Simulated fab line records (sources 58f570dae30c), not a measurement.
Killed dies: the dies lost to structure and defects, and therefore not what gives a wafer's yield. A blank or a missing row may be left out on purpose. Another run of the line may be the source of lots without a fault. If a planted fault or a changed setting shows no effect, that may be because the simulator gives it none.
The tool behind it: which one?    flow berkeley_cmos170    14 lots, 42 wafers sampled, at 4 steps of a route of 331

## WHAT EACH GAUGE READ, for each wafer
UCB170_PSD_TW_MEAS_10.
lot   measured      on             PSD_TW
L716  day 7 13:31   film_metro-01  2337 2336 2340
L719  day 7 15:24   film_metro-04  2357 2360 2349
L720  day 7 13:29   film_metro-04  2352 2347 2354
L723  day 9 02:35   film_metro-03  2326 2330 2333
L725  day 9 03:35   film_metro-03  2330 2318 2321
L732  day 10 10:37  film_metro-03  2317 2322 2307
L733  day 11 03:31  film_metro-04  2358 2351 2362
L735  day 11 03:51  film_metro-04  2338 2351 2350
L736  day 11 15:37  film_metro-01  2326 2334 2345
L737  day 11 15:16  film_metro-04  2367 2357 2359
L738  day 12 02:31  film_metro-04  2336 2337 2339
L739  day 12 02:14  film_metro-01  2341 2328 2339

UCB170_SILICIDE_THK_MEAS_03: measures by xrf.
lot   measured      on             SILICIDE_TI_THK (nm)
L716  day 7 19:33   film_metro-04  29.8 29.6 29.9
L719  day 7 20:10   film_metro-02  29.5 29.6 29.0
L720  day 7 18:52   film_metro-02  30.2 29.9 30.1
L723  day 9 06:47   film_metro-04  29.1 29.2 29.2
L725  day 9 06:59   film_metro-02  30.2 30.3 30.0
L732  day 10 13:53  film_metro-04  29.5 29.4 29.6
L733  day 11 07:17  film_metro-02  30.2 29.9 30.2
L735  day 11 08:18  film_metro-04  29.7 29.9 30.0
L736  day 11 19:09  film_metro-04  29.9 29.6 29.3
L737  day 11 18:35  film_metro-01  30.5 30.4 30.3
L738  day 12 08:59  film_metro-02  30.4 30.0 30.3
L739  day 12 08:41  film_metro-02  30.3 30.4 30.5

## WHICH TOOL RAN EACH LOT (tool, then ch and the chambers of the sampled wafers, then the start)
lot   UCB170_GATE_ANNEAL_03          UCB170_GATE_STRIP_16
L716  furnace-04 ch 0, day 6 20:05   plasma_asher-04 ch 0,1, day 7 00:55
L719  furnace-04 ch 0, day 6 20:05   plasma_asher-01 ch 0,1, day 7 01:16
L720  furnace-04 ch 0, day 6 20:05   plasma_asher-03 ch 0,1, day 7 00:49
L721  furnace-04, day 7 20:56        plasma_asher-01 ch 0,1, day 8 01:14
L722  furnace-04, day 7 20:56        plasma_asher-04 ch 0,1, day 8 00:59
L723  furnace-04 ch 0, day 8 05:41   plasma_asher-03 ch 1, day 8 11:43
L725  furnace-04 ch 0, day 8 05:41   plasma_asher-04 ch 0,1, day 8 11:53
L732  furnace-02 ch 0, day 9 15:20   plasma_asher-01 ch 0,1, day 9 20:10
L733  furnace-01 ch 0, day 10 09:34  plasma_asher-04 ch 0,1, day 10 15:14
L735  furnace-01 ch 0, day 10 09:34  plasma_asher-01 ch 0,1, day 10 15:19
L736  furnace-01 ch 0, day 10 20:35  plasma_asher-03 ch 0,1, day 11 01:11
L737  furnace-01 ch 0, day 10 20:35  plasma_asher-01 ch 0,1, day 11 00:53
L738  furnace-04 ch 0, day 11 08:34  plasma_asher-03 ch 0,1, day 11 12:52
L739  furnace-04 ch 0, day 11 08:34  plasma_asher-01 ch 0,1, day 11 12:37
- UCB170_GATE_ANNEAL_03: time 1800 s.
- UCB170_GATE_STRIP_16: strips in O2.

## WHAT THE TOOLS THEMSELVES READ (means of the sampled wafers that have a number; where no wafer has one, the mark that the record gives instead)
UCB170_GATE_ANNEAL_03.
lot   tool        spike_tc_centre_C (C)  spike_tc_load_C (C)  zone_power_load_pct (%)  zone_power_source_pct (%)
L716  furnace-04  905.7                  925.1                21.7                     23
L719  furnace-04  905.6                  925.8                21.7                     23
L720  furnace-04  906.6                  925.3                21.7                     23
L721  furnace-04  -                      -                    -                        -
L722  furnace-04  -                      -                    -                        -
L723  furnace-04  905.4                  926.2                21.7                     23
L725  furnace-04  906.8                  926.3                21.6                     23
L732  furnace-02  902.8                  926.8                26.1                     31
L733  furnace-01  901.2                  925.3                28.2                     27
L735  furnace-01  900.3                  925.5                28.4                     27
L736  furnace-01  900.5                  925.3                28.4                     27
L737  furnace-01  901.0                  924.6                28.1                     27
L738  furnace-04  905.7                  925.9                21.6                     23
L739  furnace-04  906.5                  925.7                21.8                     23

UCB170_GATE_STRIP_16.
lot   tool             drypump_motor_current_A (A)  oes_product_au (a.u.)
L716  plasma_asher-04  6.5                          0.727
L719  plasma_asher-01  5.0                          0.725
L720  plasma_asher-03  5.4                          0.724
L721  plasma_asher-01  5.2                          0.722
L722  plasma_asher-04  6.3                          0.722
L723  plasma_asher-03  6.1                          0.724
L725  plasma_asher-04  6.3                          0.724
L732  plasma_asher-01  5.0                          0.728
L733  plasma_asher-04  6.4                          0.724
L735  plasma_asher-01  5.0                          0.725
L736  plasma_asher-03  5.4                          0.723
L737  plasma_asher-01  5.3                          0.728
L738  plasma_asher-03  5.4                          0.720
L739  plasma_asher-01  5.0                          0.725

## THE ANSWER, worked out from the rows above alone
Rule: the usual values come from the lots themselves. Put in order of their means at a reading, lots are off if they are a third of the lots or fewer, leave a main group of 4 or more, and stand apart from it by a gap of 3 or more times the standard deviation of the main group's means; of several such gaps the widest counts. Not used: any main group whose means are identical at the precision the tables above print for the reading. Also off: a lot with no number at a reading for which 4 or more lots have one. Where the step has rows for the other lots, those lots are counted as sound. After the gauges, taken in route order, come the tools' own readings; for these a lot's mean is taken, as printed above. At the first step where some lot is off, the reading lying furthest off is the one used; lots without a number count as furthest.
Off: L721, L722, at UCB170_GATE_ANNEAL_03 (spike_tc_centre_C). Without a number there: L721, L722. For the main group the mean is 904.0 C and the standard deviation 2.5.
If a tool, at that step or one of the process steps before it, ran each lot that is off and ran no sound lot following the first of them, it fits. No candidate that was tried fits.

## WHAT WAS PUT IN BY THE SIMULATOR
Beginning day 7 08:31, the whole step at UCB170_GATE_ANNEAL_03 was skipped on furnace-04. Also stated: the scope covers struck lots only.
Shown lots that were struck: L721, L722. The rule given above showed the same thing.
